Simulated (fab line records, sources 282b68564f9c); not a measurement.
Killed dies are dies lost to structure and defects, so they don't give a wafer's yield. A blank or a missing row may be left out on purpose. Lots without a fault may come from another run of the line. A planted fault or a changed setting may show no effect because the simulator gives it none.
Which tool did it? | flow rit_cmos | 14 lots, 42 wafers sampled, at 2 steps of a route of 202

WHAT THE GAUGES READ, wafer by wafer
RIT_SPACER_THK_MEAS_04.
lot  | measured    | on            | SPACER_NITRIDE_THK (nm)
L563 | day 2 21:32 | film_metro-03 | 246.9 245.0 246.0
L564 | day 3 02:08 | film_metro-01 | 250.8 254.0 254.4
L565 | day 3 08:43 | film_metro-01 | 252.9 254.3 253.3
L566 | day 3 14:58 | film_metro-04 | 253.8 254.2 253.8
L568 | day 3 21:59 | film_metro-03 | 251.3 249.3 251.9
L570 | day 4 09:38 | film_metro-01 | 252.0 251.5 249.1
L571 | day 4 15:25 | film_metro-04 | 252.0 250.9 250.9
L572 | day 4 18:41 | film_metro-01 | 251.3 253.6 251.8
L573 | day 5 00:20 | film_metro-03 | 248.8 248.1 247.4
L574 | day 5 05:16 | film_metro-04 | 252.1 251.8 253.7
L576 | day 5 16:56 | film_metro-01 | 249.7 248.4 250.2
L577 | day 5 20:19 | film_metro-03 | 249.7 249.1 250.6
L585 | day 7 12:20 | film_metro-01 | 143.3 142.6 141.8
L586 | day 7 17:59 | film_metro-04 | 140.4 141.9 139.8

WHICH TOOL RAN EACH LOT (tool, then ch and the chambers of the sampled wafers, then the start)
lot  | RIT_SPACER_CVD_03
L563 | lpcvd-01 ch 0, day 2 19:37
L564 | lpcvd-02 ch 1, day 3 00:11
L565 | lpcvd-02 ch 0, day 3 06:47
L566 | lpcvd-01 ch 1, day 3 12:04
L568 | lpcvd-02 ch 0, day 3 20:04
L570 | lpcvd-01 ch 0, day 4 07:44
L571 | lpcvd-02 ch 1, day 4 12:30
L572 | lpcvd-02 ch 1, day 4 16:46
L573 | lpcvd-02 ch 1, day 4 22:25
L574 | lpcvd-01 ch 0, day 5 03:19
L576 | lpcvd-01 ch 1, day 5 14:02
L577 | lpcvd-01 ch 1, day 5 18:23
L585 | lpcvd-02 ch 1, day 7 10:24
L586 | lpcvd-02 ch 1, day 7 16:04
- RIT_SPACER_CVD_03: deposits Si3N4 from SiH2Cl2/NH3, target thk 250 nm, time 3300 s.

WHAT THE TOOLS THEMSELVES READ (means of the sampled wafers that have a number; where no wafer has one, the mark that the record gives instead)
RIT_SPACER_CVD_03.
lot  | tool     | sih2cl2_flow_sccm (sccm) | spike_tc_centre_C (C)
L563 | lpcvd-01 | 59.98                    | 813.8
L564 | lpcvd-02 | 60.00                    | 813.4
L565 | lpcvd-02 | 59.94                    | 810.9
L566 | lpcvd-01 | 59.86                    | 811.0
L568 | lpcvd-02 | 60.01                    | 812.0
L570 | lpcvd-01 | 60.17                    | 813.3
L571 | lpcvd-02 | 59.97                    | 814.0
L572 | lpcvd-02 | 60.12                    | 813.0
L573 | lpcvd-02 | 60.14                    | 813.8
L574 | lpcvd-01 | 60.03                    | 814.0
L576 | lpcvd-01 | 60.00                    | 811.8
L577 | lpcvd-01 | 59.75                    | 811.6
L585 | lpcvd-02 | 60.01                    | 812.2
L586 | lpcvd-02 | 60.22                    | 812.9

THE ANSWER, worked out from the rows above alone
Rule: what is usual is taken from the lots themselves. Put in order of their means at a reading, lots are off if they are a third of the lots or fewer, leave a main group of 4 or more, and stand apart from it by a gap of 3 or more times the standard deviation of the main group's means; of several such gaps the widest counts. A main group whose means are all the same, to the digits that the tables above print for the reading, isn't used. A lot without any number at a reading at which 4 lots or more have one is off too. The other lots that the step has rows for count as sound. The gauges are gone through in route order, then the tools' own readings, and for those a lot's mean is taken as printed above. The first step at which some lot is off is used, and at that step the reading that is off furthest; a lot without a number counts as furthest.
Off: L585, L586, at RIT_SPACER_THK_MEAS_04 (SPACER_NITRIDE_THK). The main group: mean 251.0 nm, standard deviation 2.2.
A tool fits if, at a process step before that reading, it ran every lot that is off, and no sound lot after the first of them. The gauges at RIT_SPACER_THK_MEAS_04 are tried like those tools. One fits: lpcvd-02 at RIT_SPACER_CVD_03. Its last sound lot is L573 (day 4 22:25), its first lot that is off L585 (day 7 10:24): a fault that began between those two fits.

WHAT THE SIMULATOR HAD PUT IN
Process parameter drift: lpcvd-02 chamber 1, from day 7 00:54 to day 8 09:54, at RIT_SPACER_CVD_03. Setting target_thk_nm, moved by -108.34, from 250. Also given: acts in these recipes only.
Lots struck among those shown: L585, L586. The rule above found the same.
